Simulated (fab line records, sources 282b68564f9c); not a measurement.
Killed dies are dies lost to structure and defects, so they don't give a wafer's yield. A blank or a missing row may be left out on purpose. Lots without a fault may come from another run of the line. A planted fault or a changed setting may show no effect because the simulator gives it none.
Which tool did it? | flow rit_cmos | 14 lots, 42 wafers sampled, at 2 steps of a route of 202

WHAT THE GAUGES READ, wafer by wafer
RIT_NWELL_TW_MEAS_10. Usual: NWELL_TW 2148, standard deviation 15.
lot  | measured    | on            | NWELL_TW       | flag
L179 | day 2 05:59 | film_metro-04 | 2119 2117 2123 |
L180 | day 2 06:16 | film_metro-01 | 2157 2161 2155 |
L182 | day 2 15:36 | film_metro-02 | 2120 2136 2141 |
L185 | day 3 06:08 | film_metro-02 | 2248 2247 2243 | OFF
L187 | day 3 20:47 | film_metro-02 | 2152 2157 2148 |
L190 | day 4 06:58 | film_metro-01 | 2240 2250 2242 | OFF
L192 | day 4 15:34 | film_metro-04 | 2130 2130 2133 |
L194 | day 5 06:37 | film_metro-04 | 2122 2133 2124 |
L195 | day 5 12:34 | film_metro-02 | 2156 2159 2147 |
L197 | day 5 19:59 | film_metro-01 | 2158 2158 2147 |
L199 | day 6 02:46 | film_metro-01 | 2158 2154 2154 |
L200 | day 6 09:28 | film_metro-01 | 2148 2167 2157 |
L201 | day 6 14:29 | film_metro-01 | 2136 2156 2159 |
L202 | day 6 19:10 | film_metro-01 | 2156 2149 2162 |

WHICH TOOL RAN EACH LOT (tool, then ch and the chambers of the sampled wafers, then the start)
lot  | RIT_NWELL_IMPLANT_08
L179 | implanter-04 ch 0, day 2 05:41
L180 | implanter-01 ch 0, day 2 05:59
L182 | implanter-04 ch 0, day 2 15:16
L185 | implanter-04 ch 0, day 3 05:50
L187 | implanter-02 ch 0, day 3 20:28
L190 | implanter-04 ch 0, day 4 06:38
L192 | implanter-01 ch 0, day 4 15:16
L194 | implanter-02 ch 0, day 5 06:17
L195 | implanter-02 ch 0, day 5 12:15
L197 | implanter-01 ch 0, day 5 19:40
L199 | implanter-01 ch 0, day 6 02:29
L200 | implanter-02 ch 0, day 6 09:09
L201 | implanter-04 ch 0, day 6 14:13
L202 | implanter-01 ch 0, day 6 18:50
- RIT_NWELL_IMPLANT_08

WHAT THE TOOLS THEMSELVES READ (means of the sampled wafers that have a number; where no wafer has one, the mark that the record gives instead)
RIT_NWELL_IMPLANT_08. Usual: beam_energy_keV 170.00, standard deviation 0.054; beam_on_s 10.00 s, standard deviation 0.2.
lot  | tool         | beam_energy_keV | beam_on_s (s) | flag
L179 | implanter-04 | 170.01          | 9.94          |
L180 | implanter-01 | 170.00          | 10.04         |
L182 | implanter-04 | 170.03          | 10.01         |
L185 | implanter-04 | 214.17          | 9.83          | OFF
L187 | implanter-02 | 170.07          | 9.99          |
L190 | implanter-04 | 214.17          | 9.92          | OFF
L192 | implanter-01 | 170.01          | 10.01         |
L194 | implanter-02 | 169.92          | 10.24         |
L195 | implanter-02 | 170.01          | 9.96          |
L197 | implanter-01 | 169.91          | 10.24         |
L199 | implanter-01 | 170.03          | 9.91          |
L200 | implanter-02 | 169.98          | 9.95          |
L201 | implanter-04 | 169.96          | 9.94          |
L202 | implanter-01 | 170.00          | 10.02         |

THE ANSWER, worked out from the rows above alone
Rule: a lot is off if the mean of its wafers that have a number lies more than 3 standard deviations from the usual mean. A lot without any number at a reading at which 4 lots or more have one is off too. The other lots that the step has rows for count as sound. The gauges are gone through in route order, then the tools' own readings, and for those a lot's mean is taken as printed above. The first step at which some lot is off is used, and at that step the reading that is off furthest; a lot without a number counts as furthest.
Off: L185, L190, at RIT_NWELL_TW_MEAS_10 (NWELL_TW).
A tool fits if, at a process step before that reading, it ran every lot that is off, and no sound lot after the first of them. The gauges at RIT_NWELL_TW_MEAS_10 aren't tried: what is off there is off at RIT_NWELL_IMPLANT_08 too, on other tools, and a gauge's error can't cause that. None of those tried fits.

WHAT THE SIMULATOR HAD PUT IN
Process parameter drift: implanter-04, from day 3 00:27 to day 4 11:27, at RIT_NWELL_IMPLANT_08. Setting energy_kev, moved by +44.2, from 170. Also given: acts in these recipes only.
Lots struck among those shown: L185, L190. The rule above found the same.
